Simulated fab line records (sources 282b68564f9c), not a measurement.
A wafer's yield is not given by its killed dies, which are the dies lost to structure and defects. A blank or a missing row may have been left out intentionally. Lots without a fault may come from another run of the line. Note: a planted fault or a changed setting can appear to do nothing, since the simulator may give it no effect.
Struck lot and sound lot, side by side | flow rit cmos | 43 out of 202 route steps
Sound: these wafers, L149.2, L149.4, L149.5. Struck: wafers L158.1, L158.4, L158.5. At the end, the cause is stated.
For every step that has rows: the tool of each side, followed by ch and its chambers, followed by its first start. Under that, the readings that differ: sound wafers | struck wafers | difference of the means | sigmas: that difference in standard deviations of wafers without a fault.
alike: readings whose means differ by less than 2 such deviations, and words and numbers that are the same on both sides. not compared: withheld readings, readings that some wafer has no value for, bounds like >300 that may hide the same value, and numbers for which the record gives no deviation and whose values overlap.
A row with sigmas, a row that says differs or no value, or rows on one side alone: a step with any of these is where the two part. Numbers that don't overlap but have no deviation are shown without sigmas and don't part them. Lack of a reading on every wafer of one side parts them only where that side has two or more wafers.

first, 2 steps without rows for these wafers: RIT_NLDD_HARDBAKE_07 (time 60 s); RIT_NLDD_IMPLANT_08.
RIT_NLDD_STRIP_09: strips in O2, time 180 s.
  sound on plasma asher-02 ch 0,1, day 5 03:29; struck on plasma asher-01 ch 1, day 6 22:39
  reading             | sound          | struck         | difference | sigmas
  o2 flow sccm (sccm) | 3978 4001 3987 | 4003 4022 4022 | +27        | +2
  alike: drypump motor current A
  not compared: rf hours counter h
RIT_NLDD_TW_MEAS_10:
  sound on film metro-04, day 5 03:40; struck on film metro-01, day 6 22:50
  alike: NLDD_TW
then, 6 steps without rows for these wafers: RIT_PLDD_HMDS_00 (prime time 60 s); RIT_PLDD_COAT_01 (resist thk 1000 nm); RIT_PLDD_SOFTBAKE_02 (time 60 s); RIT_PLDD_EXPOSE_03 (exposes mask M8, target cd 40900 nm); RIT_PLDD_PEB_04; RIT_PLDD_DEVELOP_05 (develop time 50 s).
RIT_PLDD_OVL_MEAS_06:
  sound on overlay-01, day 5 04:42; struck on overlay-02, day 6 23:52
  alike: PLDD_OVL
then, 1 step without rows for these wafers: RIT_PLDD_HARDBAKE_07 (time 60 s).
RIT_PLDD_IMPLANT_08:
  sound on implanter-02 ch 0, day 5 04:55; struck on implanter-02 ch 0, day 7 00:05
  reading                          | sound                         | struck                           | difference  | sigmas
  dose ions cm2                    | 8.999e+14 8.985e+14 9.005e+14 | 1.7104e+15 1.7109e+15 1.7093e+15 | +8.1057e+14 | +99 or more
  end station pressure torr (Torr) | 6.9e-06 7.2e-06 7.4e-06       | 9.6e-06 9.9e-06 1.02e-05         | +2.7e-06    | +7
  faraday current uA               | 2805 2893 2839                | 5376 5358 5376                   | +2524       | +53
RIT_PLDD_STRIP_09: strips in O2, time 180 s.
  sound on plasma asher-02 ch 0,1, day 5 05:02; struck on plasma asher-03 ch 0,1, day 7 00:14
  alike: drypump motor current A, o2 flow sccm
  not compared: rf hours counter h
RIT_PLDD_TW_MEAS_10:
  sound on film metro-03, day 5 05:13; struck on film metro-04, day 7 00:38
  reading | sound          | struck         | difference | sigmas
  PLDD_TW | 2351 2352 2349 | 2706 2715 2719 | +363       | +14
  not compared: hold
then, 3 steps without rows for these wafers: RIT_SPACER_CLEAN_01 (cleans in dHF, time 30 s); RIT_SPACER_CLEAN_02 (cleans in SC2, time 600 s); RIT_SPACER_CVD_03 (deposits Si3N4 from SiH2Cl2/NH3, target thk 250 nm, time 3300 s).
RIT_SPACER_THK_MEAS_04:
  sound on film metro-02, day 5 07:34; struck on film metro-03, day 7 05:41
  alike: SPACER_NITRIDE_THK
RIT_SPACER_ETCHBACK_05: etches Si3N4 in SF6/CHF3, stops on SiO2, target depth 250 nm, time 240 s.
  sound on rie diel-02 ch 0,1, day 5 07:37; struck on rie diel-03 ch 0,2,3, day 7 05:44
  alike: SF6_flow_sccm, drypump motor current A, oes product au, throttle valve pct
  not compared: rf hours counter h
then, 6 steps without rows for these wafers: RIT_NSD_HMDS_00 (prime time 60 s); RIT_NSD_COAT_01 (resist thk 1000 nm); RIT_NSD_SOFTBAKE_02 (time 60 s); RIT_NSD_EXPOSE_03 (exposes mask M9, target cd 40700 nm); RIT_NSD_PEB_04; RIT_NSD_DEVELOP_05 (develop time 50 s).
RIT_NSD_OVL_MEAS_06:
  sound on overlay-02, day 5 08:37; struck on overlay-02, day 7 06:47
  alike: NSD_OVL
then, 2 steps without rows for these wafers: RIT_NSD_HARDBAKE_07 (time 60 s); RIT_NSD_IMPLANT_08.
RIT_NSD_STRIP_09: strips in O2, time 180 s.
  sound on plasma asher-01 ch 1, day 5 08:57; struck on plasma asher-03 ch 0, day 7 07:12
  alike: drypump motor current A, o2 flow sccm
  not compared: rf hours counter h
RIT_NSD_TW_MEAS_10:
  sound on film metro-03, day 5 09:08; struck on film metro-03, day 7 07:23
  alike: NSD_TW
then, 6 steps without rows for these wafers: RIT_PSD_HMDS_00 (prime time 60 s); RIT_PSD_COAT_01 (resist thk 1000 nm); RIT_PSD_SOFTBAKE_02 (time 60 s); RIT_PSD_EXPOSE_03 (exposes mask M10, target cd 40900 nm); RIT_PSD_PEB_04; RIT_PSD_DEVELOP_05 (develop time 50 s).
RIT_PSD_OVL_MEAS_06:
  sound on overlay-01, day 5 10:11; struck on overlay-02, day 7 08:38
  alike: PSD_OVL
then, 2 steps without rows for these wafers: RIT_PSD_HARDBAKE_07 (time 60 s); RIT_PSD_IMPLANT_08.
RIT_PSD_STRIP_09: strips in O2, time 180 s.
  sound on plasma asher-03 ch 0,1, day 5 10:31; struck on plasma asher-01 ch 0,1, day 7 08:59
  alike: drypump motor current A, o2 flow sccm
  not compared: rf hours counter h
RIT_SDANNEAL_RS_MEAS_06: a four-point-probe measurement.
  sound on film metro-01, day 5 11:26; struck on film metro-01, day 7 10:28
  reading          | sound             | struck            | difference | sigmas
  PLDD_RS (ohm/sq) | 178.9 178.3 178.2 | 153.3 153.8 153.2 | -25.0      | -51
  not compared: hold
RIT_M1_PROBE_99:
  the record holds rows for the sound wafers here (prober-02, day 5 18:32) but none for the struck ones

== WHERE THEY PART ==
At RIT_NLDD_STRIP_09 first; at RIT_M1_PROBE_99 last (within this record only).

WHY: what the simulator had put in
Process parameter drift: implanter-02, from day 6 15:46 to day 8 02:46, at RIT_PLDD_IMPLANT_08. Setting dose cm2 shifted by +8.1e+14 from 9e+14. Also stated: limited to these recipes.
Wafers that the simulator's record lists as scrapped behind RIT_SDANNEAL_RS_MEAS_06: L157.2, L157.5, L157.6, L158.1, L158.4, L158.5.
